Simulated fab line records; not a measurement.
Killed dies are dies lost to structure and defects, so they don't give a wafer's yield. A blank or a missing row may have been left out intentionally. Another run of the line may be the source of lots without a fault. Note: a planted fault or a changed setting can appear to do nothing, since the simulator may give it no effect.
fab line records	flow rit-cmos
record: lots: 7	wafers: 21	last-day: 7
route steps=202 shown CONTACT@172 M1@184
lots with no fault: from the same line, run without faults
start-h: the number of hours between the record's first day and the start of the first shown wafer of the lot	wait-h: how many hours have passed since the lot's step before this one	" as in the row above	L1.1+2: a row that stands for several wafers	- either no value or no given start	* or withheld: withheld	< > ~ a bound
route shown NAME@n: NAME is a module with steps in the file, n the number in the route of the first one	usual: mean/standard deviation of fault-free wafers	same: alike in all rows	chamber/n: place in a boat	sites: the reading at each site	_std_site: the values' standard deviation	_edge_site: outer sites' mean less inner sites'	radius-mm: how far each site lies from the wafer's centre	mask NAME#n: copy n	behind: the tool/chamber that last shaped the wafer	hold: the reason the lot was held/the length of the hold in hours/how it ended	device: transistor that didn't switch, given as n, p or np	end of line: tests run on the same wafers once the route is complete	step lacking rows: just its recipe	killed: not the wafer's yield, but the dies lost to structure and defects at the first sort	map: shows each die of a wafer: x if killed, . if not, _ if none is there
set.NAME: the run value of the setting; set.NAME@STEP: its run value at that earlier step	model.NAME: the simulator's own value behind a step, which no gauge read
certain route steps with their lots: each step a table, each wafer a row
services: from which hour (start-h, from the record's first day; less than 0 if before it) a tool's chamber was out of use, for how many hours, and why
== steps ==
step: RIT_CONTACT_SOFTBAKE_04
recipe: resist: NOVOLAK	temp-c: 90	time-s: 60
step: RIT_CONTACT_EXPOSE_05
recipe: mask-id: M11	na: 0.6	source-shape: conventional	sigma-outer: 0.5	target-cd-nm: 1000	dose-mj: 250
step: RIT_CONTACT_PEB_06
recipe: resist: NOVOLAK	temp-c: withheld	time-s: withheld
step: RIT_CONTACT_DEVELOP_07
recipe: resist: NOVOLAK	develop-time-s: 120	dev-temp-c: 23
step: RIT_CONTACT_CD_MEAS_08
recipe: target-cd-nm: 1000
usual: cd-nm: 999.9/2.3
lot.wafer	tool	chamber	start-h	wait-h	cd-nm
L626.1	cd-sem-01	-	54.73	-	1001.2
L626.2	"	-	"	"	1000.7
L626.5	"	-	"	"	1001.7
L631.4	cd-sem-01	-	78.74	-	999.8
L631.5	"	-	"	"	1001.7
L631.6	"	-	"	"	998.1
L638.3	cd-sem-02	-	115.29	-	997.9
L638.4	"	-	"	"	998.9
L638.6	"	-	"	"	997.7
L642.1	cd-sem-02	-	132.76	-	999.6
L642.4	"	-	"	"	1000.4
L642.5	"	-	"	"	998.6
L643.1	cd-sem-01	-	137.65	-	1002.3
L643.2	"	-	"	"	1002.6
L643.5	"	-	"	"	1001.4
L644.2	cd-sem-01	-	141.56	-	1000.7
L644.3	"	-	"	"	999.1
L644.6	"	-	"	"	997.2
L646.3	cd-sem-02	-	150.74	-	1000.7
L646.4	"	-	"	"	1000.4
L646.6	"	-	"	"	1000.2
step: RIT_CONTACT_OVL_MEAS_09
usual: CONTACT_OVL: -0.2/1.4
lot.wafer	tool	chamber	start-h	wait-h	CONTACT_OVL[nm]
L626.1	overlay-01	-	54.85	0.1	-2.9
L626.2	"	-	"	"	-0.3
L626.5	"	-	"	"	-2.0
L631.4	overlay-02	-	78.81	0.1	0.1
L631.5	"	-	"	"	-0.1
L631.6	"	-	"	"	0.9
L638.3	overlay-01	-	115.38	0.1	-2.4
L638.4	"	-	"	"	-1.5
L638.6	"	-	"	"	-2.0
L642.1	overlay-01	-	132.88	0.1	-1.0
L642.4	"	-	"	"	-2.3
L642.5	"	-	"	"	-1.8
L643.1	overlay-02	-	137.77	0.1	-1.1
L643.2	"	-	"	"	-3.4
L643.5	"	-	"	"	0.7
L644.2	overlay-01	-	141.67	0.1	1.7
L644.3	"	-	"	"	0.6
L644.6	"	-	"	"	0.9
L646.3	overlay-01	-	150.84	0.1	-1.4
L646.4	"	-	"	"	-0.5
L646.6	"	-	"	"	-1.2
step: RIT_CONTACT_HARDBAKE_10
recipe: resist: NOVOLAK	temp-c: 140	time-s: 60
step: RIT_CONTACT_ETCH_11
recipe: target-depth-a: 4800	over-etch-frac: 0.2	stop-on: TiSi2	chemistry: CHF3/CF4/Ar	target: SiO2	CHF3_flow_sccm: 50	cf4-flow-sccm: 10	Ar_flow_sccm: 100	O2_flow_sccm: 5	pressure-mtorr: 100	rf-w: 200	time-s: 320
usual: drypump-motor-current-A: 5.8/0.45	oes-product-au: 0.980/0.013	throttle-valve-pct: 8.86/0.11
lot.wafer	tool	chamber	start-h	wait-h	drypump-motor-current-A	oes-product-au	rf-hours-counter-h	throttle-valve-pct
L626.1	rie-diel-01	0	55.04	0.1	6.5	0.966	66	8.85
L626.2	"	1	"	"	5.7	0.989	152	8.88
L626.5	"	1	"	"	5.7	0.988	-	8.89
L631.4	rie-diel-03	3	78.98	0.1	6.4	0.963	111	8.91
L631.5	"	0	"	"	6.4	0.962	-	8.81
L631.6	"	3	"	"	6.4	0.969	-	8.91
L638.3	rie-diel-03	3	115.56	0.1	6.4	0.963	112	8.93
L638.4	"	2	"	"	5.3	0.992	59	8.83
L638.6	"	1	"	"	5.2	0.988	-	9.06
L642.1	rie-diel-02	1	133.07	0.1	6.1	0.981	7	8.79
L642.4	"	2	"	"	5.4	1.004	4	8.92
L642.5	"	2	"	"	5.4	0.993	-	8.92
L643.1	rie-diel-03	3	138.07	0.1	6.4	0.956	112	8.92
L643.2	"	2	"	"	5.3	0.991	60	8.82
L643.5	"	1	"	"	5.2	0.993	-	9.08
L644.2	rie-diel-03	3	141.85	0.1	6.4	0.959	112	8.92
L644.3	"	1	"	"	5.2	0.991	100	9.05
L644.6	"	3	"	"	6.4	0.964	-	8.93
L646.3	rie-diel-01	0	151.01	0.1	6.4	0.974	68	8.85
L646.4	"	3	"	"	6.1	0.965	70	8.59
L646.6	"	3	"	"	6.1	0.971	-	8.60
step: RIT_CONTACT_STRIP_12
recipe: chemistry: O2	time-s: 180	resist: NOVOLAK	platen-temp-c: withheld	power-w: 500	pressure-mtorr: 4000	o2-flow-sccm: 4000
usual: drypump-motor-current-A: 5.5/0.52
lot.wafer	tool	chamber	start-h	wait-h	drypump-motor-current-A	rf-hours-counter-h
L626.1	plasma-asher-01	1	55.23	0.1	5.7	41
L626.2	"	0	"	"	4.8	41
L626.5	"	0	"	"	4.8	-
L631.4	plasma-asher-01	1	79.23	0.2	5.7	-
L631.5	"	1	"	"	5.7	-
L631.6	"	0	"	"	4.8	-
L638.3	plasma-asher-03	0	115.81	0.2	5.0	-
L638.4	"	1	"	"	6.1	-
L638.6	"	1	"	"	6.1	-
L642.1	plasma-asher-02	1	133.26	0.1	6.2	1
L642.4	"	0	"	"	5.2	-
L642.5	"	1	"	"	6.2	-
L643.1	plasma-asher-01	1	138.26	0.1	5.7	51
L643.2	"	0	"	"	4.8	51
L643.5	"	1	"	"	5.8	-
L644.2	plasma-asher-03	0	142.05	0.1	5.0	47
L644.3	"	1	"	"	6.1	-
L644.6	"	0	"	"	5.0	-
L646.3	plasma-asher-01	1	151.26	0.2	5.8	-
L646.4	"	0	"	"	4.8	-
L646.6	"	1	"	"	5.8	-
step: RIT_CONTACT_CD_MEAS_90
recipe: target-cd-nm: 1000
usual: cd-nm: 999.8/2.4
lot.wafer	tool	chamber	start-h	wait-h	cd-nm
L626.1	cd-sem-01	-	55.41	0.1	1001.6
L626.2	"	-	"	"	1000.1
L626.5	"	-	"	"	1001.4
L631.4	cd-sem-02	-	79.41	0.1	999.6
L631.5	"	-	"	"	1001.8
L631.6	"	-	"	"	998.4
L638.3	cd-sem-02	-	115.97	0.1	997.9
L638.4	"	-	"	"	998.5
L638.6	"	-	"	"	997.2
L642.1	cd-sem-02	-	133.44	0.1	999.0
L642.4	"	-	"	"	1000.2
L642.5	"	-	"	"	999.2
L643.1	cd-sem-02	-	138.44	0.1	1002.3
L643.2	"	-	"	"	1002.5
L643.5	"	-	"	"	1001.6
L644.2	cd-sem-02	-	142.24	0.1	1000.5
L644.3	"	-	"	"	999.2
L644.6	"	-	"	"	996.7
L646.3	cd-sem-02	-	151.42	0.1	1001.0
L646.4	"	-	"	"	1000.4
L646.6	"	-	"	"	1000.4
step: RIT_CONTACT_CLEAN_13
recipe: chemistry: SC1	mix: 3:3:50	time-s: 600	temp-c: 75
step: RIT_CONTACT_CLEAN_14
recipe: chemistry: SC2	mix: 3:3:50	time-s: 600	temp-c: 75	dry: n2-spin
step: RIT_M1_SPUTTER_00
recipe: material: Al	target-thk-nm: 400	power-w: 2000	chamber-pressure-pa: 0.4	gas: Ar	time-s: 500	substrate-temp-c: 25
usual: throttle-valve-pct: 30.3/0.96
lot.wafer	tool	chamber	start-h	wait-h	throttle-valve-pct	model.Al_of_M1_SPUTTER_00.thk-nm
L626.1	pvd-sputter-03	-	55.88	0.0	32.1	407.1
L626.2	"	-	"	"	29.4	399.9
L626.5	"	-	"	"	29.6	400.6
L631.4	pvd-sputter-04	-	79.84	0.0	29.5	394
L631.5	"	-	"	"	30.3	399
L631.6	"	-	"	"	29.3	400.9
L638.3	pvd-sputter-02	-	116.40	0.0	29.4	394.2
L638.4	"	-	"	"	30.5	400
L638.6	"	-	"	"	29.8	397.5
L642.1	pvd-sputter-03	-	133.94	0.0	29.3	401.7
L642.4	"	-	"	"	32.1	409.8
L642.5	"	-	"	"	31.0	517.7
L643.1	pvd-sputter-04	-	138.94	0.0	30.6	396.9
L643.2	"	-	"	"	29.3	405.9
L643.5	"	-	"	"	30.5	395.1
L644.2	pvd-sputter-03	-	142.90	0.0	31.2	510.9
L644.3	"	-	"	"	29.4	392.2
L644.6	"	-	"	"	30.2	395.4
L646.3	pvd-sputter-03	-	152.06	0.0	30.9	510.6
L646.4	"	-	"	"	30.2	399.3
L646.6	"	-	"	"	30.3	397.1
step: RIT_M1_RS_MEAS_01
recipe: thk-meas-gauge: four-point-probe	reads: Al_of_M1_SPUTTER_00
usual: M1_AL_RS: 0.0737/0.00093
lot.wafer	tool	chamber	start-h	wait-h	M1_AL_RS[ohm/sq]
L626.1	film-metro-03	-	56.17	0.1	0.0721
L626.2	"	-	"	"	0.0734
L626.5	"	-	"	"	0.0733
L631.4	film-metro-03	-	80.19	0.2	0.0746
L631.5	"	-	"	"	0.0737
L631.6	"	-	"	"	0.0733
L638.3	film-metro-01	-	116.73	0.2	0.0746
L638.4	"	-	"	"	0.0735
L638.6	"	-	"	"	0.0740
L642.1	film-metro-02	-	134.23	0.1	0.0729
L642.4	"	-	"	"	0.0715
L642.5	"	-	"	"	0.0562
L643.1	film-metro-03	-	139.24	0.1	0.0740
L643.2	"	-	"	"	0.0723
L643.5	"	-	"	"	0.0745
L644.2	film-metro-01	-	143.21	0.2	0.0573
L644.3	"	-	"	"	0.0751
L644.6	"	-	"	"	0.0745
L646.3	film-metro-01	-	152.39	0.2	0.0573
L646.4	"	-	"	"	0.0737
L646.6	"	-	"	"	0.0740
step: RIT_M1_THK_MEAS_02
recipe: thk-meas-gauge: xrf	reads: Al_of_M1_SPUTTER_00
usual: M1_AL_THK: 399/5.2
lot.wafer	tool	chamber	start-h	wait-h	M1_AL_THK[nm]
L626.1	film-metro-03	-	56.29	0.1	410
L626.2	"	-	"	"	401
L626.5	"	-	"	"	403
L631.4	film-metro-03	-	80.28	0.1	397
L631.5	"	-	"	"	403
L631.6	"	-	"	"	404
L638.3	film-metro-01	-	116.83	0.1	397
L638.4	"	-	"	"	400
L638.6	"	-	"	"	397
L642.1	film-metro-02	-	134.35	0.1	401
L642.4	"	-	"	"	406
L642.5	"	-	"	"	512
L643.1	film-metro-03	-	139.36	0.1	399
L643.2	"	-	"	"	406
L643.5	"	-	"	"	396
L644.2	film-metro-01	-	143.32	0.1	513
L644.3	"	-	"	"	394
L644.6	"	-	"	"	397
L646.3	film-metro-01	-	152.49	0.1	508
L646.4	"	-	"	"	399
L646.6	"	-	"	"	396
step: RIT_M1_HMDS_03
recipe: prime-time-s: 60	prime-temp-c: 140
step: RIT_M1_COAT_04
recipe: resist: NOVOLAK	spin-rpm: 2000	resist-thk-nm: 1300
step: RIT_M1_SOFTBAKE_05
recipe: resist: NOVOLAK	temp-c: 90	time-s: 60
step: RIT_M1_EXPOSE_06
recipe: mask-id: M12	na: 0.6	source-shape: conventional	sigma-outer: 0.5	target-cd-nm: 2600	dose-mj: 246.5
step: RIT_M1_PEB_07
recipe: resist: NOVOLAK	temp-c: withheld	time-s: withheld
step: RIT_M1_DEVELOP_08
recipe: resist: NOVOLAK	develop-time-s: 64.68	dev-temp-c: 23
step: RIT_M1_CD_MEAS_09
recipe: target-cd-nm: 2600
usual: cd-nm: 2600.1/2.2
lot.wafer	tool	chamber	start-h	wait-h	cd-nm
L626.1	cd-sem-01	-	57.23	-	2599.1
L626.2	"	-	"	"	2597.6
L626.5	"	-	"	"	2599.8
L631.4	cd-sem-01	-	81.60	-	2601.2
L631.5	"	-	"	"	2599.1
L631.6	"	-	"	"	2598.9
L638.3	cd-sem-02	-	118.05	-	2599.4
L638.4	"	-	"	"	2597.7
L638.6	"	-	"	"	2600.0
L642.1	cd-sem-01	-	135.42	-	2599.5
L642.4	"	-	"	"	2600.0
L642.5	"	-	"	"	2600.3
L643.1	cd-sem-01	-	140.44	-	2601.8
L643.2	"	-	"	"	2598.9
L643.5	"	-	"	"	2602.1
L644.2	cd-sem-01	-	144.40	-	2598.0
L644.3	"	-	"	"	2596.9
L644.6	"	-	"	"	2597.4
L646.3	cd-sem-01	-	153.58	-	2600.5
L646.4	"	-	"	"	2601.3
L646.6	"	-	"	"	2598.9
step: RIT_M1_OVL_MEAS_10
usual: M1_OVL: -0.6/1.3
lot.wafer	tool	chamber	start-h	wait-h	M1_OVL[nm]
L626.1	overlay-02	-	57.35	0.1	-0.2
L626.2	"	-	"	"	0.7
L626.5	"	-	"	"	0.1
L631.4	overlay-02	-	81.68	0.1	0.0
L631.5	"	-	"	"	0.1
L631.6	"	-	"	"	0.5
L638.3	overlay-01	-	118.14	0.1	1.4
L638.4	"	-	"	"	-0.3
L638.6	"	-	"	"	0.9
L642.1	overlay-01	-	135.54	0.1	-0.9
L642.4	"	-	"	"	-1.1
L642.5	"	-	"	"	-2.5
L643.1	overlay-01	-	140.56	0.1	-2.3
L643.2	"	-	"	"	-0.5
L643.5	"	-	"	"	0.4
L644.2	overlay-01	-	144.50	0.1	-0.5
L644.3	"	-	"	"	-0.8
L644.6	"	-	"	"	-0.9
L646.3	overlay-01	-	153.67	0.1	-1.5
L646.4	"	-	"	"	-2.8
L646.6	"	-	"	"	-0.5
step: RIT_M1_HARDBAKE_11
recipe: resist: NOVOLAK	temp-c: 140	time-s: 120
step: RIT_M1_METAL_ETCH_12
recipe: stop-on: SiO2	chemistry: Cl2/BCl3	target: Al	time-s: 165	over-etch-frac: 0.5	pressure-mtorr: 100	target-depth-a: 6000	rf-w: 250	Cl2_flow_sccm: 60	bcl3-flow-sccm: 50
usual: drypump-motor-current-A: 5.7/0.36	oes-product-au: 0.770/0.011	throttle-valve-pct: 8.30/0.15
lot.wafer	tool	chamber	start-h	wait-h	drypump-motor-current-A	oes-product-au	rf-hours-counter-h	throttle-valve-pct
L626.1	rie-metal-01	0	57.64	0.2	6.1	0.771	2	8.07
L626.2	"	1	"	"	5.3	0.767	2	8.47
L626.5	"	0	"	"	6.2	0.760	-	8.05
L631.4	rie-metal-04	0	82.01	0.1	5.5	0.776	-	8.14
L631.5	"	1	"	"	5.4	0.788	-	8.39
L631.6	"	0	"	"	5.5	0.778	-	8.15
L638.3	rie-metal-01	1	118.47	0.2	5.3	0.758	-	8.46
L638.4	"	0	"	"	6.1	0.756	-	8.06
L638.6	"	0	"	"	6.1	0.763	-	8.06
L642.1	rie-metal-03	0	135.82	0.2	5.4	0.786	1	8.45
L642.4	"	1	"	"	6.1	0.778	-	8.32
L642.5	"	1	"	"	6.1	0.897	-	8.29
L643.1	rie-metal-01	1	140.84	0.2	5.3	0.760	3	8.47
L643.2	"	0	"	"	6.1	0.770	3	8.05
L643.5	"	0	"	"	6.1	0.756	-	8.08
L644.2	rie-metal-03	1	144.82	0.2	6.1	0.884	2	8.29
L644.3	"	1	"	"	6.1	0.750	-	8.30
L644.6	"	0	"	"	5.4	0.789	-	8.44
L646.3	rie-metal-03	1	154.03	0.2	6.1	0.881	-	8.29
L646.4	"	0	"	"	5.4	0.798	-	8.46
L646.6	"	0	"	"	5.4	0.774	-	8.46
step: RIT_M1_STRIP_13
recipe: chemistry: nmp	resist: NOVOLAK	temp-c: 80	time-s: 600	dry: n2-spin
step: RIT_M1_PROBE_99
usual: defect-limited-yield: 97.2/1.1	killed-at-contacts: 0.1/0.36	killed-at-front-end: 7.2/2.9	killed-dies: 7.4/2.9	killed-open: 3.8/2	killed-short: 3.5/2
same: gross-dies: 264	killed_at_M0_to_M3: 0	killed_at_M4_up: 0	killed-at-back-side: 0	killed-at-other: 0
lot.wafer	tool	chamber	start-h	wait-h	defect-limited-yield[%]	killed-at-contacts	killed-at-front-end	killed-dies	killed-open	killed-short	model.etest.tester.sort-n-pass	model.etest.tester.sort-yield-pct	model.etest.m1-comb-over-steps.leak-log10-a-um	model.etest.m1.rs-ohm-sq	model.etest.antenna-m1.vt-shift-v
L626.1	prober-02	-	59.97	0.1	95.1	0	13	13	4	9	251	95.08	-12.95	0.07082	-0.009453
L626.2	prober-02	-	60.02	0.1	95.8	0	11	11	7	4	253	95.83	-12.7	0.07208	-0.01166
L626.5	prober-02	-	60.17	0.2	96.2	1	9	10	5	5	254	96.21	-12.77	0.07185	-0.01162
L631.4	prober-01	-	84.35	0.2	96.6	0	9	9	5	4	255	96.59	-12.69	0.07373	-0.01191
L631.5	prober-01	-	84.40	0.2	95.8	0	11	11	7	4	253	95.83	-12.78	0.07257	-0.01345
L631.6	prober-01	-	84.45	0.2	97.0	0	8	8	5	3	256	96.97	-12.84	0.07317	-0.01575
L638.3	prober-01	-	120.77	0.2	97.7	0	6	6	2	4	258	97.73	-12.85	0.07347	-0.01028
L638.4	prober-01	-	120.82	0.2	96.6	0	9	9	5	4	255	96.59	-13	0.07259	-0.008886
L638.6	prober-01	-	120.92	0.2	97.0	1	7	8	3	5	256	96.97	-12.82	0.07237	-0.00925
L642.1	prober-01	-	138.51	0.1	98.5	0	4	4	3	1	260	98.48	-12.85	0.07248	-0.01425
L642.4	prober-01	-	138.66	0.2	99.6	0	1	1	1	0	263	99.62	-12.82	0.07109	-0.008159
L642.5	prober-01	-	138.71	0.2	97.7	0	6	6	4	2	79	29.92	-9.67	0.05568	-0.001319
L643.1	prober-02	-	143.11	0.1	96.6	0	9	9	5	4	255	96.59	-12.73	0.07302	-0.01375
L643.2	prober-02	-	143.16	0.1	97.7	0	6	6	2	4	258	97.73	-12.67	0.07136	-0.01124
L643.5	prober-02	-	143.31	0.2	97.0	0	8	8	3	5	256	96.97	-12.85	0.07332	-0.01444
L644.2	prober-01	-	147.16	0.1	98.5	0	4	4	3	1	240	90.91	-10.25	0.05681	-0.006703
L644.3	prober-01	-	147.21	0.2	96.6	0	9	9	5	3	255	96.59	-12.67	0.07429	-0.0122
L644.6	prober-01	-	147.36	0.2	95.5	1	11	12	5	7	252	95.45	-12.85	0.07316	-0.01334
L646.3	prober-01	-	156.33	0.2	98.5	0	4	4	2	2	260	98.48	-10.68	0.05715	-0.003635
L646.4	prober-01	-	156.38	0.2	97.3	0	7	7	5	2	257	97.35	-12.96	0.07216	-0.01456
L646.6	prober-01	-	156.48	0.2	96.6	0	9	9	3	6	255	96.59	-12.84	0.07303	-0.01289
killed by level:class
L626.1 GATE:geometric-particle:short=6 SPACER:geometric-particle:open=3 FOX1:geometric-particle:open=1 FOX2:geometric-particle:short=1 REOX:geometric-particle:short=1 SPACER:geometric-particle:short=1
L626.2 GATE:geometric-particle:open=6 GATE:geometric-particle:short=2 FOX1:geometric-particle:short=1 SPACER:geometric-particle:short=1 SPACER:geometric-particle:open=1
L626.5 GATE:geometric-particle:open=5 SPACER:geometric-particle:short=2 FOX2:geometric-particle:short=1 GATE:geometric-particle:short=1 CONTACT:geometric-particle:short=1
L631.4 GATE:geometric-particle:open=2 FOX1:geometric-particle:short=1 FOX2:geometric-particle:open=1 FOX2:geometric-particle:short=1 GATE:geometric-particle:short=1 SPACER:geometric-particle:open=1 SILICIDE:geometric-particle:open=1 SILICIDE:geometric-particle:short=1
L631.5 FOX1:geometric-particle:open=3 GATE:geometric-particle:open=2 GATE:geometric-particle:short=2 FOX1:geometric-particle:short=1 FOX2:geometric-particle:open=1 FOX2:geometric-particle:short=1 SILICIDE:geometric-particle:open=1
L631.6 FOX2:geometric-particle:open=2 FOX1:geometric-particle:short=1 GATE:geometric-particle:open=1 SPACER:geometric-particle:open=1 SPACER:geometric-particle:short=1 SILICIDE:geometric-particle:short=1 SILICIDE:geometric-particle:open=1
L638.3 FOX1:geometric-particle:open=2 REOX:geometric-particle:short=2 FOX2:geometric-particle:short=1 GATE:geometric-particle:short=1
L638.4 GATE:geometric-particle:open=3 GATE:geometric-particle:short=2 FOX1:geometric-particle:open=1 REOX:geometric-particle:short=1 SPACER:geometric-particle:open=1 SILICIDE:geometric-particle:short=1
L638.6 FOX1:geometric-particle:short=3 FOX2:geometric-particle:open=1 GATE:geometric-particle:open=1 GATE:geometric-particle:short=1 REOX:geometric-particle:open=1 CONTACT:geometric-particle:short=1
L642.1 GATE:geometric-particle:open=1 REOX:geometric-particle:short=1 REOX:geometric-particle:open=1 SILICIDE:geometric-particle:open=1
L642.4 SILICIDE:geometric-particle:open=1
L642.5 FOX2:geometric-particle:open=1 FOX2:geometric-particle:short=1 GATE:geometric-particle:open=1 REOX:geometric-particle:short=1 REOX:geometric-particle:open=1 SPACER:geometric-particle:open=1
L643.1 GATE:geometric-particle:open=3 GATE:geometric-particle:short=2 REOX:geometric-particle:short=2 REOX:geometric-particle:open=1 SILICIDE:geometric-particle:open=1
L643.2 SILICIDE:geometric-particle:short=2 FOX1:geometric-particle:open=1 FOX2:geometric-particle:short=1 REOX:geometric-particle:short=1 REOX:geometric-particle:open=1
L643.5 GATE:geometric-particle:short=2 SPACER:geometric-particle:open=2 SPACER:geometric-particle:short=2 FOX2:geometric-particle:short=1 GATE:geometric-particle:open=1
L644.2 GATE:geometric-particle:open=3 SILICIDE:geometric-particle:short=1
L644.3 GATE:geometric-particle:open=3 GATE:geometric-particle:short=2 FOX1:geometric-particle:open=1 FOX2:geometric-particle:short=1 FOX2:geometric-particle:open=1 NLDD:coat-microbubble-printed=1
L644.6 FOX2:geometric-particle:short=2 GATE:geometric-particle:short=2 REOX:geometric-particle:open=2 REOX:geometric-particle:short=2 FOX2:geometric-particle:open=1 GATE:geometric-particle:open=1 SPACER:geometric-particle:open=1 CONTACT:geometric-particle:short=1
L646.3 GATE:geometric-particle:open=2 REOX:geometric-particle:short=1 SPACER:geometric-particle:short=1
L646.4 GATE:geometric-particle:open=3 FOX1:geometric-particle:short=1 SPACER:geometric-particle:open=1 SILICIDE:geometric-particle:open=1 SILICIDE:geometric-particle:short=1
L646.6 FOX1:geometric-particle:short=3 SPACER:geometric-particle:short=2 FOX1:geometric-particle:open=1 GATE:geometric-particle:open=1 REOX:geometric-particle:short=1 REOX:geometric-particle:open=1
== services ==
tool	chamber	start-h	hours	kind
plasma-asher-03	-	32.97	16.7	repair
rie-diel-01	-	45.93	3.2	repair
rie-diel-02	1	46.16	14.7	repair
pvd-sputter-02	-	53.78	10.5	repair
rie-diel-03	0	56.94	8.8	repair
plasma-asher-03	-	62.75	3.1	repair
plasma-asher-03	-	66.82	15.6	pm
rie-metal-03	0	69.67	29.5	repair
rie-diel-02	0	73.09	12.9	repair
rie-metal-04	1	99.56	8.8	repair
rie-diel-01	2	101.06	17.1	repair
plasma-asher-02	-	107.56	3.9	repair
plasma-asher-02	-	111.42	9.0	pm
plasma-asher-02	0	111.42	9.0	vent-cycle
plasma-asher-02	1	111.42	9.0	vent-cycle
rie-metal-01	-	115.84	0.8	repair
plasma-asher-02	0	120.42	-	clean
pvd-sputter-03	-	120.84	3.1	repair
rie-metal-04	-	131.44	2.8	pm
rie-diel-01	1	135.75	-	clean
rie-diel-01	1	135.75	13.7	scheduled-down
rie-diel-01	1	135.75	13.7	vent-cycle
rie-metal-04	-	136.12	20.0	pm
rie-metal-01	-	153.27	1.0	repair
== key ==
first-sign: step: RIT_M1_RS_MEAS_01	reading: M1_AL_RS	direction: down	sigmas: 18	usual: 0.0737	struck: 0.0569
effect: step: RIT_M1_THK_MEAS_02	reading: M1_AL_THK	direction: up	sigmas: 22	usual: 399	struck: 511
effect: step: RIT_M1_METAL_ETCH_12	reading: oes-product-au	direction: up	sigmas: 11	usual: 0.770	struck: 0.887
model-effect: step: RIT_M1_SPUTTER_00	value: Al_of_M1_SPUTTER_00.thk-nm	without: 397.5	struck: 513.1
model-effect: step: RIT_M1_PROBE_99	value: etest.tester.sort-n-pass	without: 259.3	struck: 193
met-at RIT_M1_SPUTTER_00
struck-wafers L642.5,L644.2,L646.3
fault: kind: process-parameter-drift	tool: pvd-sputter-03	chamber: -	onset-h: 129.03	steps: RIT_M1_SPUTTER_00	channel: target-thk-nm	offset: 115.57	shape: step	end-h: 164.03	stated: 400	scope: struck-wafers-only
